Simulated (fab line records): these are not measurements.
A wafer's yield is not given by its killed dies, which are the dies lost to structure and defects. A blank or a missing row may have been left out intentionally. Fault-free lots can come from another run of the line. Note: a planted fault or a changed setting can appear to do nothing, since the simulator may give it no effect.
Problem report in the 8D (eight disciplines) form, filled by code / flow berkeleyCmos170 / the parts of the form that need people (team, actions taken, sign-off) are left out

1. PROBLEM STATEMENT
Wafers free of any fault read 3 nm (standard deviation 4.9) for ACTIVE_OVL at UCB170_ACTIVE_OVL_MEAS_14, against a mean of -217 nm on 9 wafers of 3 lots. Measured from the usual mean, that is -45 standard deviations.
Seen first at day 6 21:58 on overlay-01, wafer L833.3. At this step, 45 wafers from 15 lots have a number in the record. Rule for "out", or "out of limits": more than 4 standard deviations from the usual mean. All remaining wafers that have a number are taken as sound.

2. WHAT IT IS, AND WHAT IT ISN'T
question=which readings at this step | is=ACTIVE_OVL | is not=-
question=which lots | is=L833, L834, L835 | is not=L819, L820, L821, L823, L824, L825, L826, L827, L828, L831, L832, L839
question=which wafers of those lots | is=all that have a number | is not=-
question=read on which gauges | is=overlay-01, overlay-02 | is not=-
question=when | is=from day 6 21:58 | is not=up to then (33 sound wafers); but 3 sound wafers of L839 came after

3. THE SUSPECTS, EACH WITH WHAT RULES IT OUT
Counting: any tool at a process step up to the reading is kept as a suspect provided that every lot that is out went through it and no sound lot did after the first of them.
- the gauge at UCB170_ACTIVE_OVL_MEAS_14 has been ruled out. The wafers that are out were read on 2 gauges (overlay-01, overlay-02).
- krfScanner-01 at UCB170_ACTIVE_EXPOSE_10 (exposes mask ACTIVE, target cd 1200 nm): kept. It ran every lot that is out, first L833 (day 6 21:26), and no sound lot after that; its last sound lot up to then is L832 (day 6 08:17).
After counting, what remains is krfScanner-01 at UCB170_ACTIVE_EXPOSE_10.

4. THE CAUSE (what the simulator had put in)
Scanner matching overlay: krfScanner-01, from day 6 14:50 on, at UCB170_ACTIVE_EXPOSE_10. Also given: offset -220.
This tool alone remained once counting was done.

5. SEQUENCE OF EFFECTS, ordered by route
One row per reading whose mean, taken over the struck wafers that have a number, lies over 3 standard deviations from the usual. Only readings for which the record gives a usual standard deviation are gone through. hours: the time from each lot's start at the first step in this table that gives one to its start at this step, as a median over the lots. sigmas: the change in usual standard deviations.
hours=0; step=UCB170_ACTIVE_OVL_MEAS_14; reading=ACTIVE_OVL; usual=3 nm; on struck wafers=-217; change=-220; sigmas=-45
Later measuring or inspecting steps at which every struck wafer that the step has a row for has a number for every such reading, and none has moved that far: UCB170_PFIELD_OVL_MEAS_06.

6. WHAT WOULD HAVE CAUGHT IT SOONER
The first out-of-limits reading at a measuring or inspecting step in this record came at day 6 21:58, 7 hours after the fault's start at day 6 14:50.
Among the 3 lots that are out, L835, L834 began UCB170_ACTIVE_EXPOSE_10 on krfScanner-01 after day 6 21:58. A hold on the tool at that time would have spared those 2.
